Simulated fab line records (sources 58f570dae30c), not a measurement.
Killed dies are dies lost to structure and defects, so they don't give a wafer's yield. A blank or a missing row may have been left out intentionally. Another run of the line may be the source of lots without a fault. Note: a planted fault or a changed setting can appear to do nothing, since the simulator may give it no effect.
Code-filled problem report in 8D (eight disciplines) form	flow berkeley-cmos170	the parts of the form that need people (team, actions taken, sign-off) are left out

1. WHAT WENT WRONG
Across 6 wafers from 2 lots, NWELL_NITRIDE_THK at UCB170_NWELL_THK_MEAS_05 averages 206.3 nm, while fault-free wafers read 225.6 nm with a standard deviation of 2. Measured from the usual mean, that is -9.6 standard deviations.
Seen first at day 5 17:19 on film-metro-02, wafer L220.1. The record has a number at this step for 33 wafers belonging to 11 lots. By rule, "out" or "out of limits" means more than 4 standard deviations away from the usual mean. The rest of the wafers with a number are treated as sound.

2. WHAT THIS IS AND IS NOT
question	is	is not
which readings at this step	NWELL_NITRIDE_THK	-
which lots	L220, L221	L205, L206, L207, L208, L209, L210, L211, L212, L214
which wafers of those lots	all that have a number	-
read on which gauges	film-metro-02, film-metro-04	film-metro-03
when	from day 5 17:19	up to then (27 sound wafers)

3. THE SUSPECTS, EACH WITH WHAT RULES IT OUT
Counting: a tool at any process step up to the reading remains a suspect when it ran all the lots that are out and ran no sound lot after the first of those.
- ruled out: the gauge at UCB170_NWELL_THK_MEAS_05. Those wafers that are out were read across 2 gauges (film-metro-02, film-metro-04).
- lpcvd-01 at UCB170_NWELL_CVD_04 (deposits Si3N4 from SiH2Cl2/NH3, target thk 224 nm, time 3360 s): kept. All lots that are out passed through it, beginning with L220 at day 5 15:23, and no sound lot followed; its final sound lot before that point was L214 at day 4 07:16.
Remaining after the count: lpcvd-01 at UCB170_NWELL_CVD_04.

4. THE CAUSE (what the simulator had put in)
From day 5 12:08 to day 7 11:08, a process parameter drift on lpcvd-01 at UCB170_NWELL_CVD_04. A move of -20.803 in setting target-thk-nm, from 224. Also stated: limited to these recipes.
Only this tool survived the counting.

5. SEQUENCE OF EFFECTS, ordered by route
Each row: a reading whose mean over the struck wafers that have a number lies more than 3 standard deviations from the usual. Only readings for which the record gives a usual standard deviation are gone through. hours: the time from each lot's start at the first step in this table that gives one to its start at this step, as a median over the lots. sigmas: the change in usual standard deviations.
hours	step	reading	usual	on struck wafers	change	sigmas
0	UCB170_NWELL_THK_MEAS_05	NWELL_NITRIDE_THK	225.6 nm	206.3	-19.3	-9.6
1	UCB170_NWELL_ETCH_13	oes-product-au	0.947 a.u.	0.900	-0.047	-3.9
Its process steps:
- UCB170_NWELL_ETCH_13: etches Si3N4 in CH3F/Ar/O2, stops on SiO2, target depth 246.4 nm, time 154 s.

6. HOW IT WOULD HAVE BEEN CAUGHT EARLIER
Counted from the fault's start at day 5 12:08, it took 5 hours until the first out-of-limits reading at a measuring or inspecting step in this record, taken at day 5 17:19.
Of the tool readings at UCB170_NWELL_CVD_04 for which the record gives a usual standard deviation, none was out on any struck wafer, so an alarm limit of 4 standard deviations on them would not have fired.
Of the lots that are out (2), L221 began UCB170_NWELL_CVD_04 on lpcvd-01 after day 5 17:19. Holding the tool at that time would have saved it.
